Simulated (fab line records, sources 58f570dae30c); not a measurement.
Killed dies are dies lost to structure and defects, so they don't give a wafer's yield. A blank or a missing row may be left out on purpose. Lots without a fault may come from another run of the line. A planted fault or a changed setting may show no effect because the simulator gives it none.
Problem report in the 8D (eight disciplines) form, filled by code | flow berkeley_cmos170 | the parts of the form that need people (team, actions taken, sign-off) are left out

1. THE PROBLEM
oes_product_au at UCB170_GATE_ETCH_15 reads a mean of 0.953 a.u. on 6 wafers of 2 lots; wafers without a fault read 0.830 a.u. with a standard deviation of 0.01. That is +12 standard deviations from the usual mean.
The step: etches poly-Si in HBr/Cl2, stops on SiO2, time 56.3 s, target depth 278.2 nm.
First seen on wafer L598.2, day 11 19:26, on rie_si-02. The record holds 42 wafers of 14 lots with a number at this step. Rule for "out", or "out of limits": more than 4 standard deviations from the usual mean. The other wafers with a number count as sound.

2. WHAT IT IS AND WHAT IT IS NOT
question                    | is                     | is not
which readings at this step | oes_product_au         | drypump_motor_current_A, throttle_valve_pct
which lots                  | L598, L600             | L578, L580, L582, L583, L584, L586, L587, L589, L590, L591, L595, L597
which wafers of those lots  | all that have a number | -
read on which tools         | rie_si-02              | rie_si-01
when                        | from day 11 19:26      | up to then (36 sound wafers)

3. SUSPECTS, AND WHAT RULES EACH OUT
Counting: a tool at a process step up to the reading stays a suspect if it ran every lot that is out and no sound lot after the first of them.
- rie_si-02 at UCB170_GATE_ETCH_15 (etches poly-Si in HBr/Cl2, stops on SiO2, time 56.3 s, target depth 278.2 nm): kept. It ran every lot that is out, first L598 (day 11 19:26), and no sound lot after that; its last sound lot up to then is L595 (day 11 04:07). Its own readings are out on those wafers: oes_product_au.
Left after counting: rie_si-02 at UCB170_GATE_ETCH_15.

4. THE CAUSE (what the simulator had put in)
Process parameter drift: rie_si-02, from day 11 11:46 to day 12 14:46, at UCB170_GATE_ETCH_15. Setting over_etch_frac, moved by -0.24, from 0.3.
Counting left only this tool.

5. THE CHAIN OF EFFECTS, in route order
Each row: a reading whose mean over the struck wafers that have a number lies more than 3 standard deviations from the usual. Only readings for which the record gives a usual standard deviation are gone through. hours: the time from each lot's start at the first step in this table that gives one to its start at this step, as a median over the lots. sigmas: the change in usual standard deviations.
hours | step                | reading        | usual      | on struck wafers | change | sigmas
0     | UCB170_GATE_ETCH_15 | oes_product_au | 0.830 a.u. | 0.953            | +0.123 | +12
The process steps in it:
- UCB170_GATE_ETCH_15: etches poly-Si in HBr/Cl2, stops on SiO2, time 56.3 s, target depth 278.2 nm.
Later measuring or inspecting steps at which every struck wafer that the step has a row for has a number for every such reading, and none has moved that far: UCB170_V2_CD_MEAS_90, UCB170_M3_CD_MEAS_15, UCB170_M3_BOW_MEAS_20.

6. WHAT WOULD HAVE CAUGHT IT SOONER
In this record the first reading out of limits was taken at day 11 19:26, 8 hours after the fault began at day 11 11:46.
